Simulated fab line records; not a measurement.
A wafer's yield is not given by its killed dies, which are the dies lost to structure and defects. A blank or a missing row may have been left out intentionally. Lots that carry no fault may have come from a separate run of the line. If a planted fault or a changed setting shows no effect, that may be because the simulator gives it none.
fab line records | flow berkeley-cmos170
record: lots: 5 wafers: 15 last-day: 14
route steps=331 shown NWELL@26 PWELL@34
lots untouched by any fault: they come from a run of this same line in which no faults occurred
start-h: hours from the record's first day to the start of the lot's first wafer shown | wait-h: time in hours since the lot's previous step | " as in the row above | L1.1+2: a row that stands for several wafers | - either no value or no given start | * or withheld: withheld | < > ~ a bound
route shown NAME@n: a module of which the file shows steps, and the number in the route of the first | usual: mean/standard deviation taken from wafers without a fault | same: alike in all rows | chamber/n: place in a boat | sites: the reading at each site | _std_site: standard deviation of those values | _edge_site: the outer-site mean with the inner-site mean subtracted | radius-mm: how far each site lies from the wafer's centre | mask NAME#n: copy n | behind: the most recent tool/chamber to have shaped the wafer | hold: what put the lot on hold/how long, in hours/how the hold closed | device: names the non-switching transistor (n, p or np) | end of line: tests run on the same wafers once the route is complete | where a step has no rows: the recipe by itself | killed: dies that structure and defects cost at the first sort, which is not the same as the wafer's yield | map: dies across one wafer; x = killed, . = not, _ = none there
set.NAME: the setting that was run; set.NAME@STEP: the one run at that earlier step | model.NAME: the simulator's own value behind a step, which no gauge read
a table for each step, a row for each wafer; lots at some steps of the route
services: the hour from which a tool's chamber was out of use, counted from the record's first day as start-h (under 0 if before that day), plus the number of hours and why
== steps ==
step: UCB170_NWELL_OVL_MEAS_12
usual: NWELL_OVL: -2/5.7
columns lot.wafer tool chamber start-h wait-h NWELL_OVL[nm]
L076.1 overlay-01 - 50.29 - 7
L076.2 " - " " 1
L076.3 " - " " 3
L080.1 overlay-01 - 66.00 - -3
L080.4 " - " " -5
L080.5 " - " " 1
L085.1 overlay-01 - 90.26 - -8
L085.3 " - " " -8
L085.4 " - " " -8
L090.1 overlay-02 - 119.64 - -9
L090.2 " - " " -7
L090.4 " - " " -6
L097.3 overlay-01 - 156.91 - -6
L097.5 " - " " -4
L097.6 " - " " -1
step: UCB170_NWELL_ETCH_13
recipe: chemistry: CH3F/Ar/O2 target: Si3N4 stop-on: SiO2 CH3F_flow_sccm: 20 Ar_flow_sccm: 50 O2_flow_sccm: 7 pressure-mtorr: 50 rf-w: 450 target-depth-a: 2464 over-etch-frac: 0.1 time-s: 154
usual: drypump-motor-current-A: 5.8/0.35 oes-product-au: 0.935/0.019 throttle-valve-pct: 8.06/0.09
columns lot.wafer tool chamber start-h wait-h drypump-motor-current-A oes-product-au rf-hours-counter-h throttle-valve-pct
L076.1 rie-diel-01 2 50.32 0.0 5.4 0.924 119 8.08
L076.2 " 1 " " 5.5 0.938 8 8.16
L076.3 " 3 " " 5.9 0.932 1 7.98
L080.1 rie-diel-01 0 66.03 0.0 6.5 0.941 1 8.20
L080.4 " 1 " " 5.4 0.941 9 8.16
L080.5 " 3 " " 5.8 0.925 - 8.01
L085.1 rie-diel-01 0 90.30 0.0 6.6 0.941 2 8.20
L085.3 " 3 " " 5.8 0.941 3 8.00
L085.4 " 1 " " 5.4 0.946 9 8.15
L090.1 rie-diel-03 2 119.68 0.0 6.4 0.915 125 8.21
L090.2 " 1 " " 5.5 0.935 87 8.00
L090.4 " 0 " " 5.6 0.909 33 8.11
L097.3 rie-diel-01 3 156.93 0.0 5.9 0.936 6 8.00
L097.5 " 1 " " 5.4 0.945 - 8.17
L097.6 " 2 " " 5.4 0.921 - 8.08
step: UCB170_NWELL_IMPLANT_14
recipe: species: P dose-cm2: 1e+13 energy-kev: 150 tilt-deg: 7
columns lot.wafer tool chamber start-h wait-h
L076.1+2+3 implanter-02 0 50.42 0.1
L080.1+4+5 implanter-03 0 66.14 0.1
L085.1+3+4 implanter-02 0 90.40 0.1
L090.1+2+4 implanter-03 0 119.78 0.1
L097.3+5+6 implanter-02 0 157.09 0.1
step: UCB170_NWELL_STRIP_15
recipe: chemistry: O2 power-w: 400 pressure-mtorr: 3500 platen-temp-c: withheld o2-flow-sccm: 400 overash-fraction: 0.5
usual: drypump-motor-current-A: 5.9/0.51 o2-flow-sccm: 400.1/1.3 oes-product-au: 0.720/0.0051 strip-time-to-endpoint-s: 18.03/0.083
columns lot.wafer tool chamber start-h wait-h drypump-motor-current-A o2-flow-sccm oes-product-au rf-hours-counter-h strip-time-to-endpoint-s
L076.1 plasma-asher-01 1 50.57 0.1 5.6 401.1 0.718 29 18.03
L076.2 " 0 " " 6.4 401.6 0.715 29 17.98
L076.3 " 1 " " 5.6 401.1 0.720 - 18.04
L080.1 plasma-asher-04 0 66.29 0.1 6.4 399.6 0.723 29 18.12
L080.4 " 1 " " 5.9 401.3 0.718 - 18.00
L080.5 " 1 " " 5.9 402.4 0.722 - 18.10
L085.1 plasma-asher-04 0 90.55 0.1 6.4 400.8 0.704 31 17.89
L085.3 " 0 " " 6.4 400.7 0.722 - 17.85
L085.4 " 1 " " 5.9 402.2 0.715 - 17.90
L090.1 plasma-asher-01 0 119.93 0.1 6.4 399.4 0.722 37 18.16
L090.2 " 1 " " 5.6 400.5 0.721 37 18.02
L090.4 " 1 " " 5.6 401.0 0.721 - 18.15
L097.3 plasma-asher-01 0 157.22 0.1 6.5 397.1 0.727 - 17.96
L097.5 " 1 " " 5.6 398.6 0.727 - 17.86
L097.6 " 0 " " 6.5 398.3 0.728 - 17.82
step: UCB170_NWELL_TW_MEAS_16
usual: NWELL_TW: 1238/7.7
columns lot.wafer tool chamber start-h wait-h NWELL_TW
L076.1 film-metro-01 - 50.67 0.1 1241
L076.2 " - " " 1245
L076.3 " - " " 1240
L080.1 film-metro-04 - 66.39 0.1 1226
L080.4 " - " " 1233
L080.5 " - " " 1230
L085.1 film-metro-03 - 90.65 0.1 1236
L085.3 " - " " 1242
L085.4 " - " " 1229
L090.1 film-metro-03 - 120.03 0.1 1232
L090.2 " - " " 1227
L090.4 " - " " 1232
L097.3 film-metro-04 - 157.31 0.1 1238
L097.5 " - " " 1244
L097.6 " - " " 1243
step: UCB170_NWELL_CLEAN_17
recipe: chemistry: SPM temp-c: 120 time-s: 600
usual: bath-guard-temp-C: 119.8/0.55
columns lot.wafer tool chamber start-h wait-h bath-guard-temp-C
L076.1 wet-bench-01 1 50.73 0.1 119.6
L076.2 " 1 " " 119.2
L076.3 " 1 " " 119.6
L080.1 wet-bench-02 3 66.54 0.1 119.8
L080.4 " 3 " " 120.1
L080.5 " 3 " " 119.9
L085.1 wet-bench-01 2 91.13 0.5 119.8
L085.3 " 2 " " 119.3
L085.4 " 2 " " 119.4
L090.1 wet-bench-02 3 120.09 0.1 119.7
L090.2 " 3 " " 120.0
L090.4 " 3 " " 120.0
L097.3 wet-bench-01 1 157.35 0.0 119.4
L097.5 " 1 " " 119.6
L097.6 " 1 " " 119.1
step: UCB170_NWELL_WET_ETCH_18
recipe: chemistry: H3PO4 target: Si3N4 temp-c: 160 time-s: 14400
usual: bath-guard-temp-C: 159.8/0.43
columns lot.wafer tool chamber start-h wait-h bath-guard-temp-C
L076.1 wet-bench-01 1 50.92 0.0 159.5
L076.2 " 1 " " 159.5
L076.3 " 1 " " 159.5
L080.1 wet-bench-02 0 66.72 0.0 159.9
L080.4 " 0 " " 159.6
L080.5 " 0 " " 160.0
L085.1 wet-bench-01 3 91.48 0.2 160.2
L085.3 " 3 " " 159.9
L085.4 " 3 " " 160.3
L090.1 wet-bench-02 3 120.28 0.0 159.6
L090.2 " 3 " " 159.7
L090.4 " 3 " " 159.7
L097.3 wet-bench-01 3 157.54 0.0 160.3
L097.5 " 3 " " 160.1
L097.6 " 3 " " 159.9
step: UCB170_NWELL_WET_ETCH_19
recipe: chemistry: BOE dilution: 5:1 target: SiO2 temp-c: 25 time-s: 22
columns lot.wafer tool chamber start-h wait-h
L076.1+2+3 wet-bench-03 2 54.94 0.0
L080.1+4+5 wet-bench-01 1 71.16 0.4
L085.1+3+4 wet-bench-03 2 96.40 0.9
L090.1+2+4 wet-bench-02 1 124.73 0.1
L097.3+5+6 wet-bench-01 0 162.26 0.3
step: UCB170_PWELL_CLEAN_00
recipe: chemistry: SPM temp-c: 120 time-s: 600
usual: bath-guard-temp-C: 119.9/0.46
columns lot.wafer tool chamber start-h wait-h bath-guard-temp-C
L076.1 wet-bench-02 3 55.10 0.2 120.1
L076.2 " 3 " " 119.7
L076.3 " 3 " " 119.7
L080.1 wet-bench-02 3 71.68 0.5 119.8
L080.4 " 3 " " 119.6
L080.5 " 3 " " 119.9
L085.1 wet-bench-01 3 96.62 0.2 120.1
L085.3 " 3 " " 120.2
L085.4 " 3 " " 119.8
L090.1 wet-bench-02 1 124.75 0.0 119.8
L090.2 " 1 " " 119.7
L090.4 " 1 " " 119.2
L097.3 wet-bench-02 0 165.29 3.0 119.8
L097.5 " 0 " " 119.7
L097.6 " 0 " " 119.9
step: UCB170_PWELL_CLEAN_01
recipe: chemistry: dHF dilution: 25:1 time-s: 60
columns lot.wafer tool chamber start-h wait-h
L076.1+2+3 wet-bench-02 0 55.29 0.0
L080.1+4+5 wet-bench-02 3 72.09 0.2
L085.1+3+4 wet-bench-02 1 96.87 0.1
L090.1+2+4 wet-bench-02 0 125.13 0.2
L097.3+5+6 wet-bench-02 2 165.47 0.0
step: UCB170_PWELL_OXIDATION_02
recipe: temp-c: 1000 ambient: O2 target-thk-a: 264 ox-time-s: 1260
usual: spike-tc-centre-C: 1002.3/1.7 spike-tc-load-C: 1025.5/1.3
columns lot.wafer tool chamber start-h wait-h spike-tc-centre-C spike-tc-load-C
L076.1 furnace-04 0 59.67 4.4 1000.0 1027.2
L076.2 " 0 " " 1001.1 1027.2
L076.3 " 0 " " 999.0 1028.4
L080.1 furnace-01 0 75.38 3.3 1002.5 1023.6
L080.4 " 0 " " 1003.9 1024.4
L080.5 " 0 " " 1003.7 1024.8
L085.1 furnace-01 0 101.43 4.5 1003.5 1026.3
L085.3 " 0 " " 1003.9 1022.3
L085.4 " 0 " " 1003.3 1022.8
L090.1 furnace-02 0 130.51 5.4 1001.3 1024.9
L090.2 " 0 " " 1003.2 1024.3
L090.4 " 0 " " 1002.8 1025.3
L097.3 furnace-04 0 171.21 5.7 1000.4 1027.5
L097.5 " 0 " " 1000.7 1026.5
L097.6 " 0 " " 1002.6 1026.7
step: UCB170_PWELL_THK_MEAS_03
recipe: reads: SiO2_of_PWELL_OXIDATION_02
usual: PWELL_OXIDE_THK: 26.5/0.49
columns lot.wafer tool chamber start-h wait-h PWELL_OXIDE_THK[nm]
L076.1 film-metro-01 - 61.02 0.0 26.3
L076.2 " - " " 26.8
L076.3 " - " " 26.4
L080.1 film-metro-03 - 76.73 0.0 27.5
L080.4 " - " " 26.7
L080.5 " - " " 27.1
L085.1 film-metro-02 - 102.78 0.0 26.2
L085.3 " - " " 25.9
L085.4 " - " " 26.1
L090.1 film-metro-01 - 131.86 0.0 26.5
L090.2 " - " " 25.8
L090.4 " - " " 26.2
L097.3 film-metro-01 - 172.58 0.0 27.0
L097.5 " - " " 26.7
L097.6 " - " " 27.0
step: UCB170_PWELL_ANNEAL_04
recipe: temp-c: 1000 time-s: 900 ambient: N2
usual: spike-tc-centre-C: 1001.6/1.6 spike-tc-load-C: 1025.9/1.2
columns lot.wafer tool chamber start-h wait-h spike-tc-centre-C spike-tc-load-C
L076.1 furnace-02 0 64.94 3.9 1001.8 1024.5
L076.2 " 0 " " 1001.2 1026.2
L076.3 " 0 " " 1001.3 1023.9
L080.1 furnace-04 0 80.80 4.1 1001.8 1026.1
L080.4 " 0 " " 999.4 1026.9
L080.5 " 0 " " 1002.5 1026.1
L085.1 furnace-02 0 107.13 4.3 1003.4 1027.7
L085.3 " 0 " " 1000.9 1026.4
L085.4 " 0 " " 1002.7 1023.2
L090.1 furnace-02 0 135.71 3.8 1001.3 1024.7
L090.2 " 0 " " 1003.5 1026.1
L090.4 " 0 " " 1000.1 1026.0
L097.3 furnace-01 0 183.59 11.0 1002.1 1025.8
L097.5 " 0 " " 1002.7 1025.0
L097.6 " 0 " " 1006.0 1023.4
step: UCB170_PWELL_CVD_05
recipe: material: Si3N4 target-thk-nm: 220 temp-c: 800 precursor: SiH2Cl2/NH3 time-s: 3300 pressure-mtorr: 200 sih2cl2-flow-sccm: 25 nh3-flow-sccm: 75
usual: spike-tc-centre-C: 802.2/1.2 spike-tc-load-C: 824.7/1.8
columns lot.wafer tool chamber start-h wait-h spike-tc-centre-C spike-tc-load-C
L076.1 lpcvd-02 1 66.19 0.0 802.1 826.0
L076.2 " 1 " " 802.1 826.9
L076.3 " 1 " " 804.7 825.4
L080.1 lpcvd-01 1 82.50 0.4 803.3 823.9
L080.4 " 1 " " 803.2 825.6
L080.5 " 1 " " 804.2 823.6
L085.1 lpcvd-02 1 108.38 0.0 800.9 825.6
L085.3 " 1 " " 803.1 825.8
L085.4 " 1 " " 803.2 826.1
L090.1 lpcvd-01 0 137.48 0.5 802.8 827.5
L090.2 " 0 " " 802.2 827.3
L090.4 " 0 " " 802.6 826.1
L097.3 lpcvd-01 1 184.84 0.0 804.0 823.4
L097.5 " 1 " " 802.0 823.6
L097.6 " 1 " " 803.7 823.6
step: UCB170_PWELL_THK_MEAS_06
recipe: reads: Si3N4_of_PWELL_CVD_05
usual: PWELL_NITRIDE_THK: 219.7/1.9
columns lot.wafer tool chamber start-h wait-h PWELL_NITRIDE_THK[nm]
L076.1 film-metro-03 - 68.11 0.0 220.7
L076.2 " - " " 220.5
L076.3 " - " " 222.2
L080.1 film-metro-02 - 84.41 0.0 222.1
L080.4 " - " " 221.0
L080.5 " - " " 221.6
L085.1 film-metro-03 - 111.25 0.0 220.4
L085.3 " - " " 219.4
L085.4 " - " " 219.5
L090.1 film-metro-03 - 139.40 0.0 217.3
L090.2 " - " " 220.6
L090.4 " - " " 218.7
L097.3 film-metro-01 - 187.80 0.1 220.1
L097.5 " - " " 222.4
L097.6 " - " " 221.3
step: UCB170_PWELL_HMDS_07
recipe: prime-time-s: 60 prime-temp-c: 100
columns lot.wafer tool chamber start-h wait-h
L076.1+2+3 litho-track-03 0 68.17 0.1
L080.1+4+5 litho-track-01 0 84.47 0.1
L085.1+3+4 litho-track-03 0 111.73 0.5
L090.1+2+4 litho-track-01 0 140.05 0.6
L097.3+5+6 litho-track-03 0 187.92 0.1
== services ==
columns tool chamber start-h hours kind
rie-diel-01 0 29.77 - clean
rie-diel-01 0 29.77 14.8 scheduled-down
rie-diel-01 0 29.77 14.8 vent-cycle
furnace-02 - 42.05 4.4 pm
rie-diel-03 2 45.43 1.7 repair
plasma-asher-04 - 49.41 1.7 repair
rie-diel-03 0 67.33 4.3 repair
wet-bench-02 - 81.59 1.9 pm
implanter-03 - 95.61 5.6 pm
rie-diel-01 0 107.96 7.4 repair
plasma-asher-04 - 108.82 9.0 pm
plasma-asher-04 0 108.82 9.0 vent-cycle
plasma-asher-04 1 108.82 9.0 vent-cycle
plasma-asher-04 0 117.82 - clean
plasma-asher-04 1 117.82 - clean
implanter-03 - 143.52 4.7 pm
furnace-02 - 147.31 48.1 pm
implanter-03 - 148.23 3.1 pm
rie-diel-03 3 153.23 - clean
rie-diel-03 3 153.23 12.4 scheduled-down
rie-diel-03 3 153.23 12.4 vent-cycle
rie-diel-01 3 167.09 38.1 repair
furnace-01 - 175.34 4.0 pm
rie-diel-03 2 175.45 9.5 repair
== key ==
fault none
